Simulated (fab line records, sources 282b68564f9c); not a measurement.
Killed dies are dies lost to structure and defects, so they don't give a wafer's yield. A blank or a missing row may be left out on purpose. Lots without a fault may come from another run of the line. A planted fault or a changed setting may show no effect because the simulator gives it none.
fab line records | flow rit_cmos
record lots=14 wafers=42 last_day=7
route steps=202 shown PSD@150 M1@202
lots that met no fault: from a run of the same line without faults
start_h: hours from the record's first day to the start of the lot's first wafer shown | wait_h: hours since the lot's step before | " the same as in the row above | L1.1+2: a row that stands for several wafers | - no value, or no start given | * or withheld: withheld | < > ~ a bound
route shown NAME@n: a module of which the file shows steps, and the number in the route of the first | usual: mean/standard deviation of fault-free wafers | same: alike in all rows | chamber/n: place in a boat | sites: the reading at each site | _std_site: their standard deviation | _edge_site: outer sites' mean less inner sites' | radius_mm: how far each site lies from the wafer's centre | mask NAME#n: copy n | behind: the tool/chamber that last shaped the wafer | hold: why the lot was held/for how many hours/how that ended | device: the transistor (n, p or np) that didn't switch | end of line: the same wafers' tests at the end of the route | a step without rows: its recipe alone | killed: dies lost to structure and defects at the first sort, not the wafer's yield | map: a wafer's dies, x killed, . not, _ none there
set.NAME: the setting as run; set.NAME@STEP: as run at that earlier step | model.NAME: the simulator's own value behind a step, which no gauge read
steps of the route over a sample of lots; a table a step, a row a wafer
services: from which hour (start_h, from the record's first day; less than 0 if before it) a tool's chamber was out of use, for how many hours, and why
## steps
# step RIT_PSD_IMPLANT_08
# recipe species=BF2 energy_kev=27 dose_cm2=4.93e+15 tilt_deg=7
# usual beam_energy_keV=27.000/0.0095
# same implant_ion_amu=49
# columns lot.wafer tool chamber start_h wait_h beam_energy_keV
L764.1 implanter-04 0 52.40 0.1 26.990
L764.4 " 0 " " 26.995
L764.6 " 0 " " 26.994
L765.1 implanter-04 0 55.24 0.1 26.993
L765.3 " 0 " " 27.009
L765.4 " 0 " " 27.000
L766.2 implanter-03 0 60.07 0.1 27.004
L766.4 " 0 " " 27.006
L766.6 " 0 " " 27.015
L767.3 implanter-01 0 67.95 0.1 27.009
L767.4 " 0 " " 26.994
L767.5 " 0 " " 26.994
L768.2 implanter-01 0 70.41 0.1 27.017
L768.4 " 0 " " 27.006
L768.6 " 0 " " 27.007
L769.1 implanter-01 0 81.09 0.1 26.990
L769.2 " 0 " " 26.981
L769.5 " 0 " " 26.986
L770.1 implanter-01 0 82.82 0.1 27.023
L770.2 " 0 " " 27.029
L770.6 " 0 " " 27.015
L773.3 implanter-04 0 98.88 0.1 27.015
L773.4 " 0 " " 27.002
L773.6 " 0 " " 27.010
L775.1 implanter-04 0 108.97 0.1 36.442
L775.3 " 0 " " 36.455
L775.5 " 0 " " 36.459
L776.1 implanter-04 0 115.38 0.1 36.444
L776.2 " 0 " " 36.448
L776.4 " 0 " " 36.445
L780.3 implanter-03 0 129.43 0.1 26.995
L780.4 " 0 " " 26.989
L780.5 " 0 " " 27.002
L782.2 implanter-01 0 141.25 0.1 26.985
L782.4 " 0 " " 26.990
L782.6 " 0 " " 26.994
L783.1 implanter-03 0 149.02 0.1 26.998
L783.4 " 0 " " 26.990
L783.6 " 0 " " 26.997
L786.2 implanter-03 0 161.23 0.1 27.016
L786.4 " 0 " " 27.016
L786.5 " 0 " " 27.005
# step RIT_PSD_TW_MEAS_10
# usual PSD_TW=3437/24
# columns lot.wafer tool chamber start_h wait_h hold PSD_TW
L764.1 film_metro-02 - 52.72 0.1 - 3424
L764.4 " - " " - 3431
L764.6 " - " " - 3421
L765.1 film_metro-04 - 55.56 0.1 - 3447
L765.3 " - " " - 3457
L765.4 " - " " - 3443
L766.2 film_metro-03 - 60.38 0.1 - 3452
L766.4 " - " " - 3465
L766.6 " - " " - 3455
L767.3 film_metro-03 - 68.24 0.1 - 3435
L767.4 " - " " - 3457
L767.5 " - " " - 3457
L768.2 film_metro-02 - 70.72 0.1 - 3420
L768.4 " - " " - 3408
L768.6 " - " " - 3430
L769.1 film_metro-04 - 81.42 0.1 - 3429
L769.2 " - " " - 3435
L769.5 " - " " - 3439
L770.1 film_metro-03 - 83.14 0.1 - 3429
L770.2 " - " " - 3415
L770.6 " - " " - 3433
L773.3 film_metro-03 - 99.18 0.1 - 3458
L773.4 " - " " - 3452
L773.6 " - " " - 3455
L775.1 film_metro-03 - 109.30 0.1 await_dispo/0.2h/release 3732
L775.3 " - " " await_dispo/0.2h/release 3722
L775.5 " - " " await_dispo/0.2h/release 3736
L775.1 film_metro-03 - 109.52 0.2 - 3714
L775.3 " - " " - 3725
L775.5 " - " " - 3708
L776.1 film_metro-02 - 115.70 0.1 await_dispo/0.2h/release 3670
L776.2 " - " " await_dispo/0.2h/release 3674
L776.4 " - " " await_dispo/0.2h/release 3683
L776.1 film_metro-02 - 115.93 0.2 - 3669
L776.2 " - " " - 3666
L776.4 " - " " - 3662
L780.3 film_metro-02 - 129.72 0.1 - 3392
L780.4 " - " " - 3415
L780.5 " - " " - 3396
L782.2 film_metro-03 - 141.56 0.1 - 3445
L782.4 " - " " - 3453
L782.6 " - " " - 3446
L783.1 film_metro-02 - 149.34 0.1 - 3398
L783.4 " - " " - 3407
L783.6 " - " " - 3424
L786.2 film_metro-02 - 161.54 0.1 - 3403
L786.4 " - " " - 3421
L786.5 " - " " - 3420
# step RIT_SDANNEAL_RS_MEAS_04
# recipe thk_meas_gauge=four-point-probe
# usual PSD_RS=116.1/0.3
# columns lot.wafer tool chamber start_h wait_h hold PSD_RS[ohm/sq]
L764.1 film_metro-03 - 53.23 0.0 - 116.4
L764.4 " - " " - 116.2
L764.6 " - " " - 115.8
L765.1 film_metro-03 - 56.08 0.0 - 116.4
L765.3 " - " " - 116.1
L765.4 " - " " - 116.2
L766.2 film_metro-02 - 60.93 0.1 - 115.3
L766.4 " - " " - 115.5
L766.6 " - " " - 115.9
L767.3 film_metro-02 - 68.76 0.1 - 116.1
L767.4 " - " " - 116.0
L767.5 " - " " - 116.0
L768.2 film_metro-04 - 71.27 0.1 - 116.0
L768.4 " - " " - 115.9
L768.6 " - " " - 116.3
L769.1 film_metro-04 - 81.90 0.0 - 116.0
L769.2 " - " " - 116.3
L769.5 " - " " - 116.3
L770.1 film_metro-02 - 83.63 0.0 - 115.4
L770.2 " - " " - 115.8
L770.6 " - " " - 115.8
L773.3 film_metro-03 - 99.68 0.1 - 116.5
L773.4 " - " " - 116.5
L773.6 " - " " - 116.5
L775.1 film_metro-02 - 111.42 0.0 await_dispo/0.2h/release 98.5
L775.3 " - " " await_dispo/0.2h/release 98.4
L775.5 " - " " await_dispo/0.2h/release 98.7
L775.1 film_metro-02 - 111.71 0.3 - 98.8
L775.3 " - " " - 98.5
L775.5 " - " " - 98.9
L776.1 film_metro-04 - 122.43 0.1 await_dispo/0.2h/release 99.2
L776.2 " - " " await_dispo/0.2h/release 99.3
L776.4 " - " " await_dispo/0.2h/release 99.1
L776.1 film_metro-04 - 122.79 0.3 - 99.0
L776.2 " - " " - 99.0
L776.4 " - " " - 99.2
L780.3 film_metro-04 - 130.30 0.1 - 115.8
L780.4 " - " " - 116.0
L780.5 " - " " - 116.0
L782.2 film_metro-04 - 142.09 0.1 - 116.3
L782.4 " - " " - 115.9
L782.6 " - " " - 116.0
L783.1 film_metro-02 - 149.83 0.0 - 116.3
L783.4 " - " " - 115.8
L783.6 " - " " - 116.3
L786.2 film_metro-03 - 162.07 0.1 - 116.0
L786.4 " - " " - 115.7
L786.5 " - " " - 116.0
# step RIT_M1_PROBE_99
# usual defect_limited_yield=97.5/1.1 killed_at_contacts=0.0/0.2 killed_at_front_end=6.6/2.9 killed_dies=6.6/3 killed_open=3.4/2 killed_short=3.2/2 sort_bin_3_pad_short=0.1/0.23 sort_bin_5_function=1.4/0.78 sort_bin_6_memory=1.0/0.65 sort_n_pass=257.4/3 sort_yield_pct=97.5/1.1
# same gross_dies=264 killed_at_M0_to_M3=0 killed_at_M4_up=0 killed_at_back_side=0 killed_at_other=0
# columns lot.wafer tool chamber start_h wait_h defect_limited_yield[%] killed_at_contacts killed_at_front_end killed_dies killed_open killed_short sort_bin_3_pad_short[%] sort_bin_5_function[%] sort_bin_6_memory[%] sort_n_pass sort_yield_pct[%]
L767.3 prober-01 - 76.65 0.2 97.0 0 8 8 2 6 0.4 2.3 0.4 256.0 97.0
L767.4 prober-01 - 76.70 0.2 98.1 0 5 5 1 4 0 1.1 0.8 259.0 98.1
L767.5 prober-01 - 76.75 0.2 95.8 0 11 11 7 4 0 2.7 1.5 253.0 95.8
L769.1 prober-01 - 89.29 0.1 95.1 0 13 13 7 6 0.4 2.7 1.9 251.0 95.1
L769.2 prober-01 - 89.34 0.1 98.5 0 4 4 3 1 0 1.1 0.4 260.0 98.5
L769.5 prober-01 - 89.49 0.2 97.3 0 7 7 2 5 0 1.1 1.5 257.0 97.3
L770.1 prober-02 - 91.06 0.1 97.3 1 6 7 2 5 0.4 2.3 0 257.0 97.3
L770.2 prober-02 - 91.11 0.1 98.5 0 4 4 1 3 0.4 0.4 0.8 260.0 98.5
L770.6 prober-02 - 91.31 0.2 98.1 0 5 5 3 2 0 0.8 1.1 259.0 98.1
L773.3 prober-01 - 107.05 0.2 96.2 0 10 10 6 4 0.4 2.3 1.1 254.0 96.2
L773.4 prober-01 - 107.10 0.2 97.7 0 6 6 3 3 0 0.8 1.5 258.0 97.7
L773.6 prober-01 - 107.20 0.2 98.9 0 3 3 2 1 0 0.4 0.8 261.0 98.9
# killed by level:class
L767.3 GATE:geometric_particle:short=2 FOX1:geometric_particle:short=1 FOX2:geometric_particle:short=1 GATE:geometric_particle:open=1 SPACER:geometric_particle:open=1 SPACER:geometric_particle:short=1 SILICIDE:geometric_particle:short=1
L767.4 GATE:geometric_particle:short=2 FOX1:geometric_particle:open=1 REOX:geometric_particle:short=1 SPACER:geometric_particle:short=1
L767.5 GATE:geometric_particle:open=3 FOX1:geometric_particle:open=2 REOX:geometric_particle:open=2 FOX1:geometric_particle:short=1 FOX2:geometric_particle:short=1 GATE:geometric_particle:short=1 REOX:geometric_particle:short=1
L769.1 GATE:geometric_particle:open=4 GATE:geometric_particle:short=3 FOX1:geometric_particle:open=2 FOX1:geometric_particle:short=2 REOX:geometric_particle:short=1 SILICIDE:geometric_particle:open=1
L769.2 GATE:geometric_particle:open=2 FOX1:geometric_particle:open=1 GATE:geometric_particle:short=1
L769.5 GATE:geometric_particle:short=2 SPACER:geometric_particle:open=2 FOX1:geometric_particle:short=1 FOX2:geometric_particle:short=1 SILICIDE:geometric_particle:short=1
L770.1 GATE:geometric_particle:short=3 GATE:geometric_particle:open=1 SPACER:geometric_particle:short=1 SILICIDE:geometric_particle:short=1 CONTACT:geometric_particle:open=1
L770.2 GATE:geometric_particle:short=2 FOX1:geometric_particle:short=1 GATE:geometric_particle:open=1
L770.6 FOX1:geometric_particle:open=1 GATE:geometric_particle:open=1 GATE:geometric_particle:short=1 SILICIDE:geometric_particle:short=1 SILICIDE:geometric_particle:open=1
L773.3 GATE:geometric_particle:open=4 GATE:geometric_particle:short=3 REOX:geometric_particle:open=1 SPACER:geometric_particle:open=1 SILICIDE:geometric_particle:short=1
L773.4 GATE:geometric_particle:open=2 GATE:geometric_particle:short=2 REOX:geometric_particle:open=1 SILICIDE:geometric_particle:short=1
L773.6 FOX2:geometric_particle:open=2 SILICIDE:geometric_particle:short=1
## services
# columns tool chamber start_h hours kind
implanter-01 - 42.13 3.2 pm
implanter-01 - 72.81 2.4 repair
implanter-01 - 109.16 29.6 pm
implanter-03 - 136.38 6.0 pm
## key
first_sign step=RIT_PSD_IMPLANT_08 reading=beam_energy_keV direction=up sigmas=99+ usual=27.000 struck=36.449
effect step=RIT_PSD_TW_MEAS_10 reading=visit direction=added
effect step=RIT_PSD_TW_MEAS_10 reading=PSD_TW direction=up sigmas=11 usual=3437 struck=3703
effect step=RIT_SDANNEAL_RS_MEAS_04 reading=visit direction=added
effect step=RIT_SDANNEAL_RS_MEAS_04 reading=PSD_RS direction=down sigmas=57 usual=116.1 struck=98.9
met_at RIT_PSD_IMPLANT_08
struck_lots L775,L776
scrapped_behind RIT_SDANNEAL_RS_MEAS_04 L775.1,L775.3,L775.5,L776.1,L776.2,L776.4
onset_between 98.88 108.97
fault kind=process_parameter_drift tool=implanter-04 chamber=- onset_h=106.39 steps=RIT_PSD_IMPLANT_08 channel=energy_kev offset=9.45 shape=step end_h=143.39 acts_in=these_recipes_only stated=27
